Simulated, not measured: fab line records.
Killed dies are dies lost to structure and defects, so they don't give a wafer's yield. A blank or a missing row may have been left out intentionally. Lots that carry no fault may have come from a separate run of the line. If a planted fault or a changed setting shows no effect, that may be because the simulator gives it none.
What tool caused it? + flow rit cmos + Sampling: 15 lots, 45 wafers, 5 of 202 route steps

## WHAT EACH GAUGE READ, for each wafer
RIT_ACTIVE_THK_MEAS_02. Usual: ACTIVE_OXIDE_THK gives 47.0 nm (standard deviation 0.94).
| lot  | measured    | on            | ACTIVE_OXIDE_THK (nm) | flag |
|------|-------------|---------------|-----------------------|------|
| L462 | day 1 14:57 | film metro-01 | 46.2 45.9 46.5        |      |
| L463 | day 1 17:58 | film metro-04 | 46.0 45.7 45.4        |      |
| L464 | day 1 22:28 | film metro-01 | 45.8 46.3 46.1        |      |
| L465 | day 2 03:29 | film metro-02 | 48.8 49.1 48.6        |      |
| L466 | day 2 08:03 | film metro-02 | 47.5 47.3 47.5        |      |
| L467 | day 2 13:51 | film metro-01 | 46.5 46.6 46.7        |      |
| L468 | day 2 18:25 | film metro-01 | 46.5 46.6 46.5        |      |
| L469 | day 2 23:41 | film metro-01 | 47.5 47.2 47.4        |      |
| L470 | day 3 05:28 | film metro-01 | 55.4 54.6 54.4        | OFF  |
| L471 | day 3 11:17 | film metro-02 | 54.6 54.3 54.4        | OFF  |
| L472 | day 3 14:32 | film metro-02 | 54.8 55.4 55.0        | OFF  |
| L477 | day 4 15:37 | film metro-02 | 46.2 45.4 44.4        |      |
| L478 | day 4 20:03 | film metro-02 | 45.4 46.3 46.2        |      |
| L484 | day 6 02:44 | film metro-02 | 46.8 46.2 47.0        |      |
| L485 | day 6 07:05 | film metro-02 | 48.5 47.4 48.7        |      |

RIT_NRETRO_TW_MEAS_10. Usual: NRETRO_TW gives 1047 (standard deviation 9.5).
| lot  | measured    | on            | NRETRO_TW      | flag |
|------|-------------|---------------|----------------|------|
| L462 | day 2 13:21 | film metro-04 | 1047 1051 1051 |      |
| L463 | day 2 12:46 | film metro-02 | 1039 1038 1036 |      |
| L464 | day 2 18:14 | film metro-04 | 1056 1048 1054 |      |
| L465 | day 3 03:36 | film metro-04 | 1061 1059 1059 |      |
| L466 | day 3 05:03 | film metro-04 | 1058 1055 1061 |      |
| L467 | day 3 08:45 | film metro-01 | 1039 1041 1039 |      |
| L468 | day 3 17:53 | film metro-02 | 1035 1024 1025 |      |
| L469 | day 3 20:35 | film metro-02 | 1032 1034 1037 |      |
| L470 | day 4 01:52 | film metro-04 | 1055 1055 1063 |      |
| L471 | day 4 09:58 | film metro-02 | 1040 1039 1041 |      |
| L472 | day 4 10:11 | film metro-01 | 1051 1051 1054 |      |
| L477 | day 5 14:10 | film metro-02 | 1046 1042 1046 |      |
| L478 | day 5 19:03 | film metro-01 | 1044 1041 1046 |      |
| L484 | day 6 20:59 | film metro-02 | 1041 1043 1045 |      |
| L485 | day 7 01:50 | film metro-02 | 1039 1042 1052 |      |

RIT_CONTACT_CD_MEAS_08 targets a cd of 1000 nm. Usual: cd nm reads 1000.6 nm (standard deviation 2.3).
| lot  | measured    | on        | cd nm (nm)           | flag |
|------|-------------|-----------|----------------------|------|
| L462 | day 3 14:31 | cd sem-02 | 1002.7 999.9 1002.0  |      |
| L463 | day 3 16:04 | cd sem-02 | 1005.5 1005.8 1005.0 |      |
| L464 | day 3 20:44 | cd sem-02 | 998.9 999.4 1000.8   |      |
| L465 | day 4 04:31 | cd sem-02 | 998.3 995.5 998.8    |      |
| L466 | day 4 08:06 | cd sem-01 | 1001.9 999.8 1001.8  |      |
| L467 | day 4 08:30 | cd sem-02 | 1002.8 1001.7 1000.5 |      |
| L468 | day 4 21:04 | cd sem-01 | 998.2 996.1 998.0    |      |
| L469 | day 4 23:48 | cd sem-01 | 1001.7 1002.1 1001.6 |      |
| L470 | day 5 00:46 | cd sem-02 | 1002.2 1004.1 1001.2 |      |
| L471 | day 5 11:40 | cd sem-02 | 997.6 998.7 998.1    |      |
| L472 | day 5 12:05 | cd sem-01 | 1000.6 1002.2 1003.2 |      |
| L477 | day 6 18:35 | cd sem-02 | 997.4 996.8 998.6    |      |
| L478 | day 6 21:26 | cd sem-02 | 1000.8 1002.5 1004.9 |      |
| L484 | day 7 21:21 | cd sem-01 | 1001.4 1001.7 1001.7 |      |
| L485 | day 8 02:20 | cd sem-01 | 1001.4 1002.9 1002.1 |      |

## WHICH TOOL RAN EACH LOT (tool, then ch and the chambers of the sampled wafers, then the start)
| lot  | RIT_ACTIVE_OXIDATION_01      | RIT_NRETRO_STRIP_09                 |
|------|------------------------------|-------------------------------------|
| L462 | furnace-04 ch 0, day 1 13:01 | plasma asher-03 ch 0,1, day 2 13:11 |
| L463 | furnace-04 ch 0, day 1 16:01 | plasma asher-04 ch 0,1, day 2 12:35 |
| L464 | furnace-04 ch 0, day 1 20:31 | plasma asher-03 ch 0,1, day 2 18:05 |
| L465 | furnace-02 ch 0, day 2 01:32 | plasma asher-03 ch 0,1, day 3 03:22 |
| L466 | furnace-04 ch 0, day 2 06:07 | plasma asher-04 ch 0,1, day 3 04:52 |
| L467 | furnace-04 ch 0, day 2 11:55 | plasma asher-01 ch 0,1, day 3 08:35 |
| L468 | furnace-02 ch 0, day 2 16:28 | plasma asher-03 ch 1, day 3 17:43   |
| L469 | furnace-04 ch 0, day 2 21:44 | plasma asher-03 ch 0,1, day 3 20:27 |
| L470 | furnace-04 ch 0, day 3 03:32 | plasma asher-03 ch 0,1, day 4 01:41 |
| L471 | furnace-04 ch 0, day 3 09:19 | plasma asher-01 ch 0,1, day 4 09:49 |
| L472 | furnace-04 ch 0, day 3 12:35 | plasma asher-03 ch 0,1, day 4 09:59 |
| L477 | furnace-02 ch 0, day 4 13:41 | plasma asher-03 ch 0,1, day 5 13:59 |
| L478 | furnace-02 ch 0, day 4 18:07 | plasma asher-04 ch 0,1, day 5 18:52 |
| L484 | furnace-04 ch 0, day 6 00:49 | plasma asher-04 ch 0,1, day 6 20:49 |
| L485 | furnace-02 ch 0, day 6 05:07 | plasma asher-03 ch 0,1, day 7 01:41 |
- RIT_ACTIVE_OXIDATION_01: target thk 46.8 nm, ox time 3360 s.
- RIT_NRETRO_STRIP_09: strips in O2, time 180 s.

## WHAT THE TOOLS THEMSELVES READ (means of the sampled wafers that have a number; where no wafer has one, the mark that the record gives instead)
RIT_ACTIVE_OXIDATION_01. Usual: spike tc centre C 1001.8 C, standard deviation 0.98; spike tc load C 1029.9 C, standard deviation 1.3; spike tc source C 1022.9 C, standard deviation 1.4; tube center temp C 999.99 C, standard deviation 0.091; tube_center_temp_C_max 1002.5, standard deviation 0.44; zone power source pct 34.1 %, standard deviation 0.5.
| lot  | tool       | spike tc centre C (C) | spike tc load C (C) | spike tc source C (C) | tube center temp C (C) | tube_center_temp_C_max | zone power source pct (%) | flag |
|------|------------|-----------------------|---------------------|-----------------------|------------------------|------------------------|---------------------------|------|
| L462 | furnace-04 | 1001.7                | 1028.9              | 1023.4                | 1000.05                | 1002.7                 | 34.3                      |      |
| L463 | furnace-04 | 1001.8                | 1029.5              | 1023.7                | 1000.09                | 1002.4                 | 34.7                      |      |
| L464 | furnace-04 | 1001.9                | 1030.0              | 1024.3                | 999.98                 | 1002.6                 | 34.5                      |      |
| L465 | furnace-02 | 1000.3                | 1030.5              | 1021.5                | 1000.03                | 1003.2                 | 33.5                      |      |
| L466 | furnace-04 | 1002.0                | 1029.9              | 1024.0                | 1000.01                | 1002.6                 | 34.5                      |      |
| L467 | furnace-04 | 1001.5                | 1028.8              | 1023.0                | 1000.06                | 1002.4                 | 34.3                      |      |
| L468 | furnace-02 | 1002.2                | 1031.9              | 1021.1                | 999.99                 | 1002.3                 | 33.8                      |      |
| L469 | furnace-04 | 1001.5                | 1029.7              | 1024.4                | 999.93                 | 1002.7                 | 34.4                      |      |
| L470 | furnace-04 | 1016.9                | 1044.4              | 1037.9                | 1014.90                | 1017.6                 | 35.7                      | OFF  |
| L471 | furnace-04 | 1017.3                | 1044.9              | 1037.9                | 1015.00                | 1017.5                 | 35.7                      | OFF  |
| L472 | furnace-04 | 1016.3                | 1044.2              | 1038.9                | 1015.03                | 1017.4                 | 36.0                      | OFF  |
| L477 | furnace-02 | 1001.5                | 1030.4              | 1021.3                | 999.90                 | 1003.0                 | 33.4                      |      |
| L478 | furnace-02 | 1002.8                | 1030.9              | 1021.6                | 999.97                 | 1002.5                 | 33.7                      |      |
| L484 | furnace-04 | 1001.7                | 1029.9              | 1023.4                | 999.98                 | 1002.7                 | 34.0                      |      |
| L485 | furnace-02 | 1002.4                | 1031.2              | 1022.5                | 999.98                 | 1003.1                 | 33.7                      |      |

RIT_NRETRO_STRIP_09. Usual: drypump motor current A reads 5.8 A (standard deviation 0.31).
| lot  | tool            | drypump motor current A (A) | flag |
|------|-----------------|-----------------------------|------|
| L462 | plasma asher-03 | 5.7                         |      |
| L463 | plasma asher-04 | 5.7                         |      |
| L464 | plasma asher-03 | 5.7                         |      |
| L465 | plasma asher-03 | 5.8                         |      |
| L466 | plasma asher-04 | 5.7                         |      |
| L467 | plasma asher-01 | 6.2                         |      |
| L468 | plasma asher-03 | 5.6                         |      |
| L469 | plasma asher-03 | 5.7                         |      |
| L470 | plasma asher-03 | 5.7                         |      |
| L471 | plasma asher-01 | 6.2                         |      |
| L472 | plasma asher-03 | 5.7                         |      |
| L477 | plasma asher-03 | 5.8                         |      |
| L478 | plasma asher-04 | 5.7                         |      |
| L484 | plasma asher-04 | 6.0                         |      |
| L485 | plasma asher-03 | 5.8                         |      |

## THE ANSWER, worked out from the rows above alone
Rule: a lot is off if the mean of its wafers that have a number lies more than 3 standard deviations from the usual mean. Also off: a lot with no number at a reading for which 4 or more lots have one. The other lots that the step has rows for count as sound. Order of review: gauges by route order, followed by the tools' own readings, for which a lot's mean as printed above is used. The first step at which some lot is off is used, and at that step the reading that is off furthest; a lot without a number counts as furthest.
Off: L470, L471, L472, at RIT_ACTIVE_THK_MEAS_02 (ACTIVE_OXIDE_THK).
If a tool, at a process step before that reading, ran all the lots that are off and no sound lot after the first of them, it fits. Not tried: the gauges at RIT_ACTIVE_THK_MEAS_02; whatever is off there is also off at RIT_ACTIVE_OXIDATION_01, on other tools, and gauge error can't account for it. Of those tried, none fits.

## WHAT HAD BEEN PUT IN BY THE SIMULATOR
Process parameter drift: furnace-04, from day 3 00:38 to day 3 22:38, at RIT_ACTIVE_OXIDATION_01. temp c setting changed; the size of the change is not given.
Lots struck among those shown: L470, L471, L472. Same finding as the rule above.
